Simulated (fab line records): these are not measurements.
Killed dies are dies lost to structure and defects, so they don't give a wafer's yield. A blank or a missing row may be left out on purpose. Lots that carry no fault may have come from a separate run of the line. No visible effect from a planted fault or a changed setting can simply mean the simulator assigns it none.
The tool behind it: which one? || flow berkeley_cmos170 || at 1 step of a route of 331, 13 lots with 39 wafers sampled

WHAT EACH GAUGE READ, for each wafer
The record lacks any reading of a measuring or inspecting step that a usual standard deviation could be used to judge.

EACH LOT AND THE TOOL THAT RAN IT (in order: tool; ch and the chambers of the sampled wafers; start)
{"lot": "L592", "UCB170_M2_SOFTBAKE_11": "litho_track-02 ch 0, day 7 21:00"}
{"lot": "L591", "UCB170_M2_SOFTBAKE_11": "litho_track-01 ch 0, day 7 21:00"}
{"lot": "L593", "UCB170_M2_SOFTBAKE_11": "litho_track-03 ch 0, day 7 22:00"}
{"lot": "L594", "UCB170_M2_SOFTBAKE_11": "litho_track-01 ch 0, day 7 23:00"}
{"lot": "L595", "UCB170_M2_SOFTBAKE_11": "litho_track-03 ch 0, day 8 05:00"}
{"lot": "L599", "UCB170_M2_SOFTBAKE_11": "litho_track-02 ch 0, day 9 07:00"}
{"lot": "L602", "UCB170_M2_SOFTBAKE_11": "litho_track-03 ch 0, day 10 00:00"}
{"lot": "L603", "UCB170_M2_SOFTBAKE_11": "litho_track-02 ch 0, day 10 01:00"}
{"lot": "L606", "UCB170_M2_SOFTBAKE_11": "litho_track-03 ch 0, day 10 09:00"}
{"lot": "L607", "UCB170_M2_SOFTBAKE_11": "litho_track-01 ch 0, day 10 23:00"}
{"lot": "L608", "UCB170_M2_SOFTBAKE_11": "litho_track-01 ch 0, day 11 13:00"}
{"lot": "L612", "UCB170_M2_SOFTBAKE_11": "litho_track-03 ch 0, day 11 13:00"}
{"lot": "L611", "UCB170_M2_SOFTBAKE_11": "litho_track-01 ch 0, day 11 14:00"}
- UCB170_M2_SOFTBAKE_11: time 60 s.

AS READ BY THE TOOLS THEMSELVES (means over the sampled wafers that have a number; for cases with no such wafer, the mark the record gives instead)
UCB170_M2_SOFTBAKE_11. Usual: heater_power_total_W 56.80 W, standard deviation 0.048; plate_temp_C 130.00 C, standard deviation 0.13; run_length_s 89.21 s, standard deviation 0.14.
{"lot": "L592", "tool": "litho_track-02", "heater_power_total_W (W)": 56.85, "plate_temp_C (C)": 129.89, "run_length_s (s)": 89.23, "flag": ""}
{"lot": "L591", "tool": "litho_track-01", "heater_power_total_W (W)": 56.78, "plate_temp_C (C)": 130.01, "run_length_s (s)": 89.01, "flag": ""}
{"lot": "L593", "tool": "litho_track-03", "heater_power_total_W (W)": 56.85, "plate_temp_C (C)": 130.14, "run_length_s (s)": 89.35, "flag": ""}
{"lot": "L594", "tool": "litho_track-01", "heater_power_total_W (W)": 56.80, "plate_temp_C (C)": 130.00, "run_length_s (s)": 89.08, "flag": ""}
{"lot": "L595", "tool": "litho_track-03", "heater_power_total_W (W)": 56.78, "plate_temp_C (C)": 129.95, "run_length_s (s)": 89.36, "flag": ""}
{"lot": "L599", "tool": "litho_track-02", "heater_power_total_W (W)": 58.73, "plate_temp_C (C)": "-", "run_length_s (s)": 82.44, "flag": "OFF"}
{"lot": "L602", "tool": "litho_track-03", "heater_power_total_W (W)": 56.80, "plate_temp_C (C)": 130.13, "run_length_s (s)": 89.29, "flag": ""}
{"lot": "L603", "tool": "litho_track-02", "heater_power_total_W (W)": 58.76, "plate_temp_C (C)": "-", "run_length_s (s)": 82.52, "flag": "OFF"}
{"lot": "L606", "tool": "litho_track-03", "heater_power_total_W (W)": 56.79, "plate_temp_C (C)": 129.96, "run_length_s (s)": 89.33, "flag": ""}
{"lot": "L607", "tool": "litho_track-01", "heater_power_total_W (W)": 56.82, "plate_temp_C (C)": 129.88, "run_length_s (s)": 89.17, "flag": ""}
{"lot": "L608", "tool": "litho_track-01", "heater_power_total_W (W)": 56.81, "plate_temp_C (C)": 130.11, "run_length_s (s)": 89.06, "flag": ""}
{"lot": "L612", "tool": "litho_track-03", "heater_power_total_W (W)": 56.84, "plate_temp_C (C)": 129.95, "run_length_s (s)": 89.30, "flag": ""}
{"lot": "L611", "tool": "litho_track-01", "heater_power_total_W (W)": 56.80, "plate_temp_C (C)": 130.17, "run_length_s (s)": 89.00, "flag": ""}

THE ANSWER, worked out from the rows above alone
Rule: take the mean of a lot's wafers that have a number; if it is more than 3 standard deviations from the usual mean, the lot is off. Also off: a lot with no number at a reading for which 4 or more lots have one. The other lots that the step has rows for count as sound. The gauges are gone through in route order, then the tools' own readings, and for those a lot's mean is taken as printed above. The first step at which some lot is off is used, and at that step the reading that is off furthest; a lot without a number counts as furthest.
Off at UCB170_M2_SOFTBAKE_11 (plate_temp_C): L599, L603. Without a number there: L599, L603.
If a tool, at that step or one of the process steps before it, ran each lot that is off and ran no sound lot following the first of them, it fits. One fits: litho_track-02 at UCB170_M2_SOFTBAKE_11. A fault onset in the window from L592 (day 7 21:00, its last sound lot) to L599 (day 9 07:00, its first lot off) fits.
The tool's own readings at UCB170_M2_SOFTBAKE_11 bear it out: on the lots that are off they differ by more than 5 times the standard deviation of the sound lots' means. heater_power_total_W reads 58.74 W there against 56.81 W on the sound lots; run_length_s reads 82.48 s there against 89.20 s on the sound lots.
Blank at UCB170_M2_SOFTBAKE_11 on the lots that are off, where sound lots have numbers: plate_temp_C.

WHAT WAS PUT IN BY THE SIMULATOR
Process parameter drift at UCB170_M2_SOFTBAKE_11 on litho_track-02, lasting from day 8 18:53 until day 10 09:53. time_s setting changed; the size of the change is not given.
Struck lots among those shown: L599, L603. The rule above found the same.
